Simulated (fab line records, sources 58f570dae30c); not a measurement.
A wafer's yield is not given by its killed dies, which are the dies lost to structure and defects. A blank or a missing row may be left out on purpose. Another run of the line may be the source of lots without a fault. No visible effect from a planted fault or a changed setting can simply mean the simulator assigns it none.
Which tool was responsible? -- flow berkeley-cmos170 -- 6 lots with 18 wafers sampled at 2 steps, on a route of 331 steps

WHAT THE GAUGES SHOWED, per wafer
UCB170_NVT_OVL_MEAS_06.
lot,measured,on,NVT_OVL (nm)
L899,day 7 03:59,overlay-02,4 10 6
L904,day 7 18:31,overlay-01,2 3 -3
L902,day 7 18:03,overlay-01,-1 -2 -3
L908,day 8 04:11,overlay-01,5 4 -4
L913,day 9 11:59,overlay-01,- - -
L919,day 11 06:02,overlay-01,13 4 4

TOOL THAT RAN EACH LOT (tool first, then ch and the chambers of the sampled wafers, then the start)
lot,UCB170_NVT_EXPOSE_03
L899,"krf-scanner-02 ch 0, day 7 03:26"
L904,"krf-scanner-01 ch 0, day 7 17:32"
L902,"krf-scanner-01 ch 0, day 7 17:05"
L908,"krf-scanner-02 ch 0, day 8 03:49"
L913,"krf-scanner-02 ch 0, day 9 11:17"
L919,"krf-scanner-02 ch 0, day 11 05:38"
- UCB170_NVT_EXPOSE_03: exposes mask PWELL, target cd 3000 nm.

THE ANSWER, worked out from the rows above alone
Rule: what is usual is taken from the lots themselves. The widest of any qualifying gaps counts: lots, ordered by their means at a reading, are off when they make up no more than a third of the lots, leave a main group of 4 or more, and stand apart from it by 3 or more times the standard deviation of that group's means. A main group whose means are all the same, to the digits that the tables above print for the reading, isn't used. Also off: a lot with no number at a reading for which 4 or more lots have one. Any other lot the step has rows for is counted as sound.
Off: L913, at UCB170_NVT_OVL_MEAS_06 (NVT_OVL). Without a number there: L913. The main group: mean 3 nm, standard deviation 3.5.
If a tool, at a process step before that reading, ran all the lots that are off and no sound lot after the first of them, it fits. The gauges at UCB170_NVT_OVL_MEAS_06 are tried like those tools. Not one of the candidates tried fits.

WHAT THE SIMULATOR HAD INSERTED
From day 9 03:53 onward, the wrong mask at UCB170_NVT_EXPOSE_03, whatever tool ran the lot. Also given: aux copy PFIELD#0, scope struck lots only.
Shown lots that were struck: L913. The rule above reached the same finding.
